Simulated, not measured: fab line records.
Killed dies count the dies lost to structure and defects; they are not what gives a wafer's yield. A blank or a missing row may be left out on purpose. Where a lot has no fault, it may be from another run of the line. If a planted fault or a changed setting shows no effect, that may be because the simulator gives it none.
fab line records -- flow berkeleyCmos170
record lots=15, wafers=45, lastDay=13
route steps=331 shown ZERO@13 GATE@138 SPACER@171 M1@247
lots untouched by any fault: they come from a run of this same line in which no faults occurred
startH: start of the lot's first displayed wafer, in hours after the record's first day -- waitH: hours since the lot's step before -- " the same as in the row above -- L1.1+2: several wafers, shown together as one row -- - value missing, or start not given -- * or withheld: withheld -- < > ~ a bound
route shown NAME@n: NAME is a module with steps in the file, n the number in the route of the first one -- usual: mean/standard deviation taken from wafers without a fault -- same: alike in all rows -- chamber/n: place in a boat -- sites: readings site by site -- _std_site: how widely they spread, as a standard deviation -- _edge_site: inner sites' mean taken away from outer sites' mean -- radiusMm: for every site, how far away it sits from the centre of the wafer -- mask NAME#n: copy n -- behind: the tool/chamber that last shaped the wafer -- hold: why the lot went on hold/how many hours it stayed there/how the hold came to an end -- device: whichever transistor did not switch (one of n, p or np) -- end of line: tests run on the same wafers once the route is complete -- where a step has no rows: the recipe by itself -- killed: not the wafer's yield, but the dies lost to structure and defects at the first sort -- map: per-die view of a wafer (x killed, . not killed, _ where there is no die)
set.NAME: setting as actually run; set.NAME@STEP: the setting as run at that earlier step -- model.NAME: the simulator's own value behind a step, which no gauge read
one table for each step of the route and one row for each wafer, over a sample of lots
services: from which hour (startH, from the record's first day; less than 0 if before it) a tool's chamber was out of use, for how many hours, and why
## steps
# step UCB170_ZERO_STRIP_07
# recipe chemistry=O2, powerW=400, pressureMtorr=3500, platenTempC=withheld, o2FlowSccm=400, overashFraction=0.5
# usual drypumpMotorCurrentA=5.7/0.41, oesProductAu=0.727/0.0047, stripTimeToEndpointS=21.47/0.064
lot.wafer,tool,chamber,startH,waitH,drypumpMotorCurrentA,oesProductAu,rfHoursCounterH,stripTimeToEndpointS
L826.1,plasmaAsher-03,1,23.83,0.0,5.7,0.728,28,21.54
L826.2,plasmaAsher-03,0,23.83,0.0,5.0,0.731,28,21.45
L826.6,plasmaAsher-03,1,23.83,0.0,5.7,0.726,-,21.48
L827.2,plasmaAsher-04,0,28.44,0.0,5.7,0.732,27,21.58
L827.4,plasmaAsher-04,0,28.44,0.0,5.7,0.722,-,21.58
L827.6,plasmaAsher-04,0,28.44,0.0,5.7,0.724,-,21.55
L828.1,plasmaAsher-03,0,32.98,0.0,5.0,0.727,29,21.50
L828.4,plasmaAsher-03,1,32.98,0.0,5.7,0.728,-,21.56
L828.5,plasmaAsher-03,1,32.98,0.0,5.7,0.731,-,21.51
L832.2,plasmaAsher-04,0,61.63,0.0,5.7,0.725,30,21.49
L832.4,plasmaAsher-04,0,61.63,0.0,5.7,0.733,-,21.50
L832.5,plasmaAsher-04,1,61.63,0.0,5.3,0.727,-,21.45
L833.1,plasmaAsher-02,0,61.83,0.0,6.3,0.732,26,21.42
L833.4,plasmaAsher-02,0,61.83,0.0,6.3,0.728,-,21.46
L833.5,plasmaAsher-02,0,61.83,0.0,6.3,0.719,-,21.52
L834.2,plasmaAsher-04,0,64.26,0.0,5.7,0.729,30,21.41
L834.4,plasmaAsher-04,1,64.26,0.0,5.3,0.723,-,21.43
L834.6,plasmaAsher-04,1,64.26,0.0,5.3,0.733,-,21.41
L837.2,plasmaAsher-02,1,77.47,0.0,5.8,0.724,28,21.40
L837.3,plasmaAsher-02,0,77.47,0.0,6.2,0.724,-,21.45
L837.6,plasmaAsher-02,0,77.47,0.0,6.3,0.719,-,21.40
L838.3,plasmaAsher-02,0,82.57,0.0,6.3,0.731,-,21.34
L838.5,plasmaAsher-02,1,82.57,0.0,5.8,0.727,-,21.35
L838.6,plasmaAsher-02,0,82.57,0.0,6.3,0.726,-,21.37
L839.2,plasmaAsher-02,0,88.75,0.0,6.3,0.727,30,21.48
L839.3,plasmaAsher-02,0,88.75,0.0,6.3,0.729,-,21.52
L839.5,plasmaAsher-02,0,88.75,0.0,6.3,0.733,-,21.48
L842.1,plasmaAsher-02,1,102.91,0.0,5.8,0.722,32,21.47
L842.3,plasmaAsher-02,0,102.91,0.0,6.3,0.732,-,21.44
L842.5,plasmaAsher-02,0,102.91,0.0,6.3,0.731,-,21.48
L843.2,plasmaAsher-02,0,109.08,0.0,6.2,0.726,33,21.47
L843.3,plasmaAsher-02,0,109.08,0.0,6.3,0.733,-,21.52
L843.4,plasmaAsher-02,1,109.08,0.0,5.8,0.727,-,21.54
L844.3,plasmaAsher-04,1,114.85,0.0,5.2,0.733,-,21.52
L844.4,plasmaAsher-04,0,114.85,0.0,5.7,0.743,-,21.52
L844.6,plasmaAsher-04,0,114.85,0.0,5.7,0.731,-,21.53
L846.2,plasmaAsher-04,0,119.66,0.0,5.7,0.725,34,21.54
L846.3,plasmaAsher-04,0,119.66,0.0,5.7,0.723,-,21.49
L846.6,plasmaAsher-04,1,119.66,0.0,5.3,0.718,-,21.49
L845.1,plasmaAsher-03,0,120.36,0.0,5.0,0.727,0,21.49
L845.4,plasmaAsher-03,1,120.36,0.0,5.7,0.726,-,21.50
L845.6,plasmaAsher-03,0,120.36,0.0,5.0,0.726,-,21.49
L847.2,plasmaAsher-03,1,127.98,0.0,5.7,0.730,1,21.45
L847.4,plasmaAsher-03,0,127.98,0.0,5.0,0.722,-,21.42
L847.5,plasmaAsher-03,1,127.98,0.0,5.7,0.723,-,21.50
# step UCB170_GATE_CD_MEAS_12
# recipe targetCdNm=350
# usual cdNm=350.0/1.8
lot.wafer,tool,chamber,startH,waitH,cdNm
L827.2,cdSem-01,-,153.59,-,351.8
L827.4,cdSem-01,-,153.59,-,352.2
L827.6,cdSem-01,-,153.59,-,351.1
L826.1,cdSem-01,-,153.81,-,347.7
L826.2,cdSem-01,-,153.81,-,350.1
L826.6,cdSem-01,-,153.81,-,348.7
L828.1,cdSem-01,-,154.06,-,350.8
L828.4,cdSem-01,-,154.06,-,351.6
L828.5,cdSem-01,-,154.06,-,350.6
L832.2,cdSem-01,-,176.94,-,349.6
L832.4,cdSem-01,-,176.94,-,351.0
L832.5,cdSem-01,-,176.94,-,349.4
L833.1,cdSem-02,-,189.79,-,351.1
L833.4,cdSem-02,-,189.79,-,351.4
L833.5,cdSem-02,-,189.79,-,351.4
L838.3,cdSem-02,-,195.39,-,347.7
L838.5,cdSem-02,-,195.39,-,348.1
L838.6,cdSem-02,-,195.39,-,348.2
L837.2,cdSem-02,-,195.61,-,347.3
L837.3,cdSem-02,-,195.61,-,349.0
L837.6,cdSem-02,-,195.61,-,347.2
L834.2,cdSem-02,-,195.73,-,350.9
L834.4,cdSem-02,-,195.73,-,349.0
L834.6,cdSem-02,-,195.73,-,350.7
L839.2,cdSem-01,-,219.74,-,345.7
L839.3,cdSem-01,-,219.74,-,346.2
L839.5,cdSem-01,-,219.74,-,345.9
L842.1,cdSem-02,-,240.26,-,351.7
L842.3,cdSem-02,-,240.26,-,352.3
L842.5,cdSem-02,-,240.26,-,351.6
L846.2,cdSem-02,-,260.93,-,350.2
L846.3,cdSem-02,-,260.93,-,350.5
L846.6,cdSem-02,-,260.93,-,349.6
L844.3,cdSem-02,-,261.19,-,348.1
L844.4,cdSem-02,-,261.19,-,346.9
L844.6,cdSem-02,-,261.19,-,347.0
L845.1,cdSem-01,-,261.36,-,349.6
L845.4,cdSem-01,-,261.36,-,349.4
L845.6,cdSem-01,-,261.36,-,349.2
L843.2,cdSem-01,-,261.53,-,350.9
L843.3,cdSem-01,-,261.53,-,349.5
L843.4,cdSem-01,-,261.53,-,349.5
L847.2,cdSem-01,-,272.83,-,349.9
L847.4,cdSem-01,-,272.83,-,349.2
L847.5,cdSem-01,-,272.83,-,350.5
# step UCB170_SPACER_CVD_00
# recipe material=SiO2, targetThkNm=376, tempC=390, precursor=TEOS/O2, timeS=47, rfW=550, pressureMtorr=9000
# usual heaterPowerW=293/50, rfFwdPowerW=542.6/2.3
lot.wafer,tool,chamber,startH,waitH,heaterPowerW,rfFwdPowerW
L827.2,pecvd-03,0,158.36,0.0,257,543.4
L827.4,pecvd-03,0,158.36,0.0,266,542.6
L827.6,pecvd-03,1,158.36,0.0,262,541.0
L826.1,pecvd-01,0,158.76,0.0,339,543.4
L826.2,pecvd-01,2,158.76,0.0,222,542.6
L826.6,pecvd-01,1,158.76,0.0,379,545.6
L828.1,pecvd-03,1,159.03,0.0,269,539.4
L828.4,pecvd-03,0,159.03,0.0,268,542.2
L828.5,pecvd-03,2,159.03,0.0,293,546.9
L832.2,pecvd-02,2,182.05,0.0,299,541.7
L832.4,pecvd-02,2,182.05,0.0,322,544.1
L832.5,pecvd-02,1,182.05,0.0,299,541.4
L833.1,pecvd-03,2,195.60,0.0,234,547.5
L833.4,pecvd-03,1,195.60,0.0,287,540.8
L833.5,pecvd-03,2,195.60,0.0,250,545.7
L838.3,pecvd-03,0,200.55,0.0,243,540.7
L838.5,pecvd-03,2,200.55,0.0,248,544.6
L838.6,pecvd-03,0,200.55,0.0,258,540.6
L837.2,pecvd-02,2,200.80,0.0,349,544.4
L837.3,pecvd-02,1,200.80,0.0,257,540.3
L837.6,pecvd-02,2,200.80,0.0,355,542.6
L834.2,pecvd-01,0,201.18,0.0,341,543.1
L834.4,pecvd-01,0,201.18,0.0,357,541.7
L834.6,pecvd-01,0,201.18,0.0,355,542.7
L839.2,pecvd-03,0,230.08,0.0,262,543.8
L839.3,pecvd-03,2,230.08,0.0,304,548.2
L839.5,pecvd-03,2,230.08,0.0,310,548.2
L842.1,pecvd-01,1,245.34,0.0,382,544.0
L842.3,pecvd-01,0,245.34,0.0,292,763.3
L842.5,pecvd-01,2,245.34,0.0,244,543.8
L844.3,pecvd-02,0,265.71,0.0,247,541.5
L844.4,pecvd-02,1,265.71,0.0,295,544.2
L844.6,pecvd-02,0,265.71,0.0,268,541.3
L845.1,pecvd-03,2,265.71,0.0,337,543.1
L845.4,pecvd-03,0,265.71,0.0,285,541.8
L845.6,pecvd-03,2,265.71,0.0,241,544.5
L846.2,pecvd-01,0,265.71,0.0,249,757.8
L846.3,pecvd-01,1,265.71,0.0,344,544.2
L846.6,pecvd-01,1,265.71,0.0,369,544.9
L843.2,pecvd-01,0,265.76,0.0,262,760.6
L843.3,pecvd-01,2,265.76,0.0,241,541.8
L843.4,pecvd-01,1,265.76,0.0,396,544.1
L847.2,pecvd-03,0,276.84,0.0,301,545.7
L847.4,pecvd-03,2,276.84,0.0,318,545.6
L847.5,pecvd-03,0,276.84,0.0,313,545.7
# step UCB170_SPACER_THK_MEAS_01
# recipe reads=SiO2_of_SPACER_CVD_00
# usual SPACER_TEOS_THK=373/5.3
lot.wafer,tool,chamber,startH,waitH,SPACER_TEOS_THK[nm]
L827.2,filmMetro-01,-,158.41,0.0,376
L827.4,filmMetro-01,-,158.41,0.0,379
L827.6,filmMetro-01,-,158.41,0.0,381
L826.1,filmMetro-04,-,158.80,0.0,369
L826.2,filmMetro-04,-,158.80,0.0,368
L826.6,filmMetro-04,-,158.80,0.0,378
L828.1,filmMetro-02,-,159.07,0.0,373
L828.4,filmMetro-02,-,159.07,0.0,374
L828.5,filmMetro-02,-,159.07,0.0,375
L832.2,filmMetro-04,-,182.11,0.0,372
L832.4,filmMetro-04,-,182.11,0.0,379
L832.5,filmMetro-04,-,182.11,0.0,377
L833.1,filmMetro-04,-,195.65,0.0,367
L833.4,filmMetro-04,-,195.65,0.0,376
L833.5,filmMetro-04,-,195.65,0.0,371
L838.3,filmMetro-04,-,200.61,0.0,361
L838.5,filmMetro-04,-,200.61,0.0,368
L838.6,filmMetro-04,-,200.61,0.0,368
L837.2,filmMetro-02,-,200.86,0.0,379
L837.3,filmMetro-02,-,200.86,0.0,369
L837.6,filmMetro-02,-,200.86,0.0,383
L834.2,filmMetro-04,-,201.25,0.1,366
L834.4,filmMetro-04,-,201.25,0.1,375
L834.6,filmMetro-04,-,201.25,0.1,376
L839.2,filmMetro-04,-,230.16,0.1,365
L839.3,filmMetro-04,-,230.16,0.1,367
L839.5,filmMetro-04,-,230.16,0.1,366
L842.1,filmMetro-01,-,245.39,0.0,371
L842.3,filmMetro-01,-,245.39,0.0,409
L842.5,filmMetro-01,-,245.39,0.0,373
L845.1,filmMetro-02,-,265.76,0.0,370
L845.4,filmMetro-02,-,265.76,0.0,367
L845.6,filmMetro-02,-,265.76,0.0,372
L846.2,filmMetro-04,-,265.77,0.0,405
L846.3,filmMetro-04,-,265.77,0.0,377
L846.6,filmMetro-04,-,265.77,0.0,380
L844.3,filmMetro-01,-,265.78,0.0,365
L844.4,filmMetro-01,-,265.78,0.0,369
L844.6,filmMetro-01,-,265.78,0.0,373
L843.2,filmMetro-04,-,265.83,0.0,406
L843.3,filmMetro-04,-,265.83,0.0,365
L843.4,filmMetro-04,-,265.83,0.0,376
L847.2,filmMetro-04,-,276.89,0.0,371
L847.4,filmMetro-04,-,276.89,0.0,375
L847.5,filmMetro-04,-,276.89,0.0,373
# step UCB170_SPACER_ETCHBACK_03
# recipe stopOn=Si, target=SiO2, chemistry=CHF3/CF4/Ar, CHF3_flow_sccm=50, cf4FlowSccm=10, Ar_flow_sccm=120, pressureMtorr=200, rfW=500, targetDepthA=3760, timeS=100
# usual cf4FlowSccm=10.01/0.032, drypumpMotorCurrentA=5.9/0.58, mfcArSccm=120.0/0.34, oesProductAu=0.899/0.014, throttleValvePct=6.49/0.1
lot.wafer,tool,chamber,startH,waitH,cf4FlowSccm,drypumpMotorCurrentA,mfcArSccm,oesProductAu,rfHoursCounterH,throttleValvePct
L826.1,rieDiel-04,3,164.30,0.0,10.03,5.7,120.4,0.897,148,6.33
L826.2,rieDiel-04,1,164.30,0.0,9.98,6.5,120.1,0.907,83,6.66
L826.6,rieDiel-04,0,164.30,0.0,9.97,5.9,120.0,0.905,-,6.40
L827.2,rieDiel-03,0,164.30,0.0,10.00,6.1,120.1,0.899,81,6.51
L827.4,rieDiel-03,3,164.30,0.0,10.03,6.8,119.7,0.895,36,6.39
L827.6,rieDiel-03,1,164.30,0.0,10.01,5.1,120.3,0.901,-,6.51
L828.1,rieDiel-01,0,164.30,0.0,10.00,5.3,120.4,0.888,70,6.49
L828.4,rieDiel-01,2,164.30,0.0,9.99,4.9,120.4,0.899,142,6.62
L828.5,rieDiel-01,1,164.30,0.0,9.98,6.6,119.7,0.902,-,6.51
L832.2,rieDiel-04,2,187.31,0.0,10.01,5.4,119.3,0.894,19,6.51
L832.4,rieDiel-04,0,187.31,0.0,10.02,6.0,120.0,0.904,-,6.40
L832.5,rieDiel-04,1,187.31,0.0,10.02,6.5,120.1,0.929,-,6.65
L834.2,rieDiel-01,1,207.00,0.0,9.97,6.6,120.3,0.891,81,6.51
L834.4,rieDiel-01,3,207.00,0.0,10.00,6.5,119.7,0.900,-,6.30
L834.6,rieDiel-01,1,207.00,0.0,10.03,6.6,120.0,0.903,-,6.52
L837.2,rieDiel-03,1,207.06,0.1,10.03,5.1,119.9,0.899,19,6.54
L837.3,rieDiel-03,2,207.06,0.1,10.02,5.6,120.3,0.902,137,6.60
L837.6,rieDiel-03,2,207.06,0.1,10.01,5.6,119.7,0.925,-,6.60
L838.3,rieDiel-04,0,207.06,0.1,10.04,6.0,120.1,0.869,5,6.40
L838.5,rieDiel-04,0,207.06,0.1,10.07,6.0,120.1,0.877,-,6.40
L838.6,rieDiel-04,3,207.06,0.1,10.01,5.7,120.1,0.918,-,6.32
L833.1,rieDiel-01,1,207.07,0.1,10.01,6.6,120.0,0.887,81,6.51
L833.4,rieDiel-01,0,207.07,0.1,10.05,5.3,119.7,0.892,-,6.49
L833.5,rieDiel-01,1,207.07,0.1,10.02,6.7,120.2,0.898,-,6.52
L839.2,rieDiel-03,0,234.13,0.0,10.02,6.1,120.3,0.884,84,6.51
L839.3,rieDiel-03,2,234.13,0.0,10.02,5.6,120.2,0.899,138,6.61
L839.5,rieDiel-03,3,234.13,0.0,9.96,6.8,119.1,0.879,-,6.40
L842.1,rieDiel-04,0,250.09,0.0,9.99,6.0,120.1,0.889,7,6.40
L842.3,rieDiel-04,3,250.09,0.0,10.03,5.7,120.3,0.982,3,6.33
L842.5,rieDiel-04,2,250.09,0.0,10.04,5.4,119.9,0.896,-,6.53
L844.3,rieDiel-03,3,278.37,0.0,10.08,6.8,119.9,0.873,41,6.40
L844.4,rieDiel-03,2,278.37,0.0,10.02,5.6,119.7,0.895,0,6.62
L844.6,rieDiel-03,3,278.37,0.0,9.98,6.8,120.3,0.886,-,6.40
L845.1,rieDiel-01,3,278.37,0.0,10.01,6.6,120.8,0.916,0,6.32
L845.4,rieDiel-01,1,278.37,0.0,9.99,6.7,120.0,0.889,83,6.52
L845.6,rieDiel-01,2,278.37,0.0,9.99,4.9,120.3,0.907,-,6.60
L846.2,rieDiel-04,0,278.37,0.0,10.05,6.0,119.9,0.947,8,6.41
L846.3,rieDiel-04,1,278.37,0.0,9.97,6.5,120.5,0.925,87,6.67
L846.6,rieDiel-04,2,278.37,0.0,9.98,5.4,120.3,0.926,-,6.53
L843.2,rieDiel-04,0,278.45,0.1,9.97,5.9,119.8,0.953,8,6.41
L843.3,rieDiel-04,1,278.45,0.1,10.04,6.5,120.0,0.901,87,6.64
L843.4,rieDiel-04,2,278.45,0.1,10.03,5.4,119.4,0.906,-,6.53
L847.2,rieDiel-04,1,285.96,0.0,10.08,6.5,120.5,0.915,87,6.65
L847.4,rieDiel-04,3,285.96,0.0,9.99,5.7,119.9,0.914,4,6.33
L847.5,rieDiel-04,1,285.96,0.0,10.04,6.5,120.5,0.925,-,6.65
# step UCB170_M1_CD_MEAS_09
# recipe targetCdNm=700
# usual cdNm=700.2/1.4
lot.wafer,tool,chamber,startH,waitH,cdNm
L827.2,cdSem-02,-,175.03,-,698.8
L827.4,cdSem-02,-,175.03,-,698.6
L827.6,cdSem-02,-,175.03,-,700.1
L826.1,cdSem-01,-,175.33,-,699.4
L826.2,cdSem-01,-,175.33,-,700.6
L826.6,cdSem-01,-,175.33,-,700.1
L828.1,cdSem-02,-,177.37,-,701.6
L828.4,cdSem-02,-,177.37,-,702.0
L828.5,cdSem-02,-,177.37,-,702.4
L832.2,cdSem-02,-,202.61,-,700.5
L832.4,cdSem-02,-,202.61,-,702.6
L832.5,cdSem-02,-,202.61,-,700.5
L834.2,cdSem-01,-,224.37,-,701.3
L834.4,cdSem-01,-,224.37,-,701.2
L834.6,cdSem-01,-,224.37,-,700.9
L833.1,cdSem-01,-,227.41,-,696.9
L833.4,cdSem-01,-,227.41,-,697.6
L833.5,cdSem-01,-,227.41,-,697.5
L837.2,cdSem-02,-,227.67,-,699.0
L837.3,cdSem-02,-,227.67,-,700.9
L837.6,cdSem-02,-,227.67,-,700.2
L838.3,cdSem-02,-,227.96,-,700.4
L838.5,cdSem-02,-,227.96,-,701.2
L838.6,cdSem-02,-,227.96,-,700.7
L839.2,cdSem-01,-,246.08,-,700.7
L839.3,cdSem-01,-,246.08,-,701.3
L839.5,cdSem-01,-,246.08,-,701.3
L842.1,cdSem-02,-,262.52,-,702.8
L842.3,cdSem-02,-,262.52,-,701.9
L842.5,cdSem-02,-,262.52,-,702.1
L846.2,cdSem-01,-,291.70,-,702.2
L846.3,cdSem-01,-,291.70,-,700.7
L846.6,cdSem-01,-,291.70,-,702.0
L844.3,cdSem-01,-,292.54,-,700.0
L844.4,cdSem-01,-,292.54,-,700.2
L844.6,cdSem-01,-,292.54,-,701.2
L845.1,cdSem-01,-,293.38,-,701.0
L845.4,cdSem-01,-,293.38,-,701.3
L845.6,cdSem-01,-,293.38,-,700.6
L843.2,cdSem-01,-,293.64,-,699.0
L843.3,cdSem-01,-,293.64,-,698.8
L843.4,cdSem-01,-,293.64,-,698.9
L847.2,cdSem-01,-,297.89,-,703.2
L847.4,cdSem-01,-,297.89,-,703.6
L847.5,cdSem-01,-,297.89,-,702.4
## services
tool,chamber,startH,hours,kind
pecvd-03,0,0.72,43.2,repair
rieDiel-04,-,6.04,28.1,pm
pecvd-01,0,13.72,23.2,repair
pecvd-01,-,14.50,14.0,pm
pecvd-03,-,20.42,78.2,repair
plasmaAsher-04,-,75.19,24.3,repair
pecvd-03,1,83.64,9.8,repair
plasmaAsher-04,-,94.83,0.5,repair
rieDiel-04,-,107.39,2.8,pm
pecvd-03,-,111.49,0.3,repair
pecvd-03,-,126.47,2.1,repair
pecvd-01,-,127.36,1.3,repair
rieDiel-04,-,177.76,0.4,repair
pecvd-01,1,199.15,7.1,repair
pecvd-01,-,200.19,0.7,repair
rieDiel-04,1,212.88,9.4,repair
pecvd-03,1,214.85,16.3,repair
pecvd-03,-,218.76,1.2,repair
rieDiel-04,0,232.12,10.1,repair
pecvd-03,-,242.50,14.0,pm
pecvd-01,-,256.46,6.0,pm
plasmaAsher-02,-,256.94,2.7,repair
rieDiel-04,3,277.39,6.5,repair
pecvd-03,0,281.78,22.3,repair
## key
firstSign step=UCB170_SPACER_CVD_00, reading=rfFwdPowerW, direction=up, sigmas=94, usual=542.6, struck=760.6
effect step=UCB170_SPACER_THK_MEAS_01, reading=SPACER_TEOS_THK, direction=up, sigmas=6.4, usual=373, struck=407
effect step=UCB170_SPACER_ETCHBACK_03, reading=oesProductAu, direction=up, sigmas=4.3, usual=0.899, struck=0.961
metAt UCB170_SPACER_CVD_00
struckLots L842,L843,L846
struckWafers L842.3,L843.2,L846.2
sortLeftOut L842.3,L843.2
testerLeftOut L842,L843,L846
notActingAt UCB170_ZERO_STRIP_07,UCB170_GATE_CD_MEAS_12,UCB170_M1_CD_MEAS_09
onsetBetween 201.18 245.34
fault kind=processParameterDrift, tool=pecvd-01, chamber=0, onsetH=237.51, steps=UCB170_SPACER_CVD_00, channel=rfW, offset=220, shape=step, endH=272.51, actsIn=theseRecipesOnly, stated=550
# testerLeftOut: of these lots the tester's yield and bins aren't shown, on N5 and GAA mostly nor the transistor test; their killed dies are dies lost to structure and defects alone, not to doping, threshold or leakage, so they don't give the yield
# sortLeftOut: the simulated sort isn't trusted on such a fault, so these wafers' sort isn't shown, and their yield isn't known
